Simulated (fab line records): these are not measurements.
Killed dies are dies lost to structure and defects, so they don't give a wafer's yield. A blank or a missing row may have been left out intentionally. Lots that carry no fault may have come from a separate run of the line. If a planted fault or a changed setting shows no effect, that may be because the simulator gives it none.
Split-lot experiment | flow berkeley-cmos170 | route with 331 steps; 5 lots, 23 wafers read

== ON THE SPLIT ==
At UCB170_NWELL_CVD_04 (deposits Si3N4 from SiH2Cl2/NH3, target thk 224 nm, time 3360 s), the setting time-s was moved away from the recipe's 3360 s on 15 of the 23 wafers read, by -11.2% to +9.7%. The other wafers ran this setting at the recipe's value.

== FROM THE SPLIT TO THE READING: what the file shows between them, 4 steps ==
- UCB170_NWELL_THK_MEAS_05
- UCB170_NWELL_HMDS_06: prime time 60 s
- UCB170_NWELL_COAT_07: resist thk 900 nm
- UCB170_NWELL_DEVELOP_11: develop time 45 s

== THE READING ==
oes-product-au, in a.u., at UCB170_NWELL_ETCH_13 (etches Si3N4 in CH3F/Ar/O2, stops on SiO2, target depth 246.4 nm, time 154 s). A value of 0.947 a.u. with a standard deviation of 0.014 a.u. is what fault-free wafers of this fab line usually give.

wafer  | tool, chamber at the split | time-s as run, s | against the recipe | oes-product-au, a.u. | against lot-mates on the recipe
L075.1 | -, -                       | 3583             | +6.6%              | 0.962                | no lot-mate on the recipe
L075.2 | -, -                       | 3583             | +6.6%              | 0.990                | no lot-mate on the recipe
L075.3 | -, -                       | 3583             | +6.6%              | 0.989                | no lot-mate on the recipe
L075.4 | -, -                       | 3583             | +6.6%              | 1.003                | no lot-mate on the recipe
L075.5 | -, -                       | 3583             | +6.6%              | 0.985                | no lot-mate on the recipe
L080.1 | -, -                       | 3360             | recipe             | 0.970                | -
L080.2 | -, -                       | 3360             | recipe             | 0.953                | -
L080.4 | -, -                       | 3360             | recipe             | 0.933                | -
L080.5 | -, -                       | 3360             | recipe             | 0.952                | -
L080.6 | -, -                       | 3360             | recipe             | 0.960                | -
L081.3 | lpcvd-02, 1                | 3360             | recipe             | 0.927                | -
L081.5 | lpcvd-02, 1                | 3360             | recipe             | 0.926                | -
L081.6 | lpcvd-02, 1                | 3360             | recipe             | 0.948                | -
L083.1 | -, -                       | 2983             | -11.2%             | 0.872                | no lot-mate on the recipe
L083.2 | -, -                       | 2983             | -11.2%             | 0.897                | no lot-mate on the recipe
L083.3 | -, -                       | 2983             | -11.2%             | 0.853                | no lot-mate on the recipe
L083.4 | -, -                       | 2983             | -11.2%             | 0.879                | no lot-mate on the recipe
L083.6 | -, -                       | 2983             | -11.2%             | 0.870                | no lot-mate on the recipe
L084.1 | -, -                       | 3687             | +9.7%              | 0.992                | no lot-mate on the recipe
L084.3 | -, -                       | 3687             | +9.7%              | 1.002                | no lot-mate on the recipe
L084.4 | -, -                       | 3687             | +9.7%              | 1.010                | no lot-mate on the recipe
L084.5 | -, -                       | 3687             | +9.7%              | 0.992                | no lot-mate on the recipe
L084.6 | -, -                       | 3687             | +9.7%              | 1.001                | no lot-mate on the recipe

THE FIT
A straight line over all 23 wafers: oes-product-au changes by +0.00605 a.u. for each +1% of time-s; r = +0.96; the points scatter about the line by 0.014 a.u.
Too few moved wafers with a lot-mate on the recipe to fit a line net of each lot's own level.

== THE WHOLE CHAIN: every reading that the file lists as answering this split, in the file's order ==
step                     | what it does                                                                 | reading                                                                       | change (the file's fit)                   | r (the file's)
UCB170_NWELL_CVD_04      | deposits Si3N4 from SiH2Cl2/NH3, target thk 224 nm, time 3360 s              | Si3N4_of_NWELL_CVD_04.thk-nm (the simulator's own value, which no gauge read) | +2.3 nm for each +1% of the setting       | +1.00
UCB170_NWELL_THK_MEAS_05 |                                                                              | NWELL_NITRIDE_THK                                                             | +2.3 for each +1% of the setting          | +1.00
UCB170_NWELL_ETCH_13     | etches Si3N4 in CH3F/Ar/O2, stops on SiO2, target depth 246.4 nm, time 154 s | oes-product-au                                                                | +0.00605 a.u. for each +1% of the setting | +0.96
UCB170_NWELL_ETCH_13     | etches Si3N4 in CH3F/Ar/O2, stops on SiO2, target depth 246.4 nm, time 154 s | etch.depth-nm (the simulator's own value, which no gauge read)                | +2.44 nm for each +1% of the setting      | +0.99

== THE FILE'S OWN FIT ==
oes-product-au changes by +0.00605 a.u. for each +1% of time-s, r = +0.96.
